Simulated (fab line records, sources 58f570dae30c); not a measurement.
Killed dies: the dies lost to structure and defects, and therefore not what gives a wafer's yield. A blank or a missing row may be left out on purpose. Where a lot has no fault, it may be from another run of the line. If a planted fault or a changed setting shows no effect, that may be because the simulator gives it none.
Matching of chambers -- flow berkeley cmos170 -- UCB170_V1_CVD_00 on pecvd-01: 3 sister chambers
The step deposits SiO2 from TEOS/O2, target thk 2000 nm, time 250 s. 3 wafers are shown with their chamber, then 9 later ones without.

== WAFERS PAIRED WITH THEIR CHAMBERS ==
wafer,chamber,heater power w (W)
L796.3,1,279
L796.4,2,372
L796.5,0,230

== WAFERS WITHOUT THEIR CHAMBER ==
wafer,heater power w (W)
L798.1,367
L798.2,304
L798.4,223
L799.2,350
L799.4,318
L799.5,271
L797.1,274
L797.5,222
L797.6,218

== WHICH CHAMBER EACH ONE RAN IN ==
wafer,from the rows above,in truth
L798.1,2,2
L798.2,1,1
L798.4,0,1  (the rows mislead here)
L799.2,2,2
L799.4,can't be placed: 1 or 2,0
L799.5,can't be placed: 1 or 0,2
L797.1,1,1
L797.5,0,0
L797.6,0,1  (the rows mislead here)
Placed correctly: 5 of 9. From these rows, 2 cannot be placed; in 0 the true chamber is one of the candidates. Number placed wrongly: 2.
How it was worked out, from the rows above alone: a wafer's distance from a chamber is the root of the sum, over the readings, of the square of ((its reading less the chamber's mean) divided by the reading's scatter). If the next closest chamber is less than 2 further off than the closest, the wafer can't be placed; otherwise it belongs to the closest. Each chamber's mean is taken over the wafers shown for it. The scatter: with one shown wafer a chamber, the root of the mean of the squares of how far each hidden wafer lies from its nearest shown one.
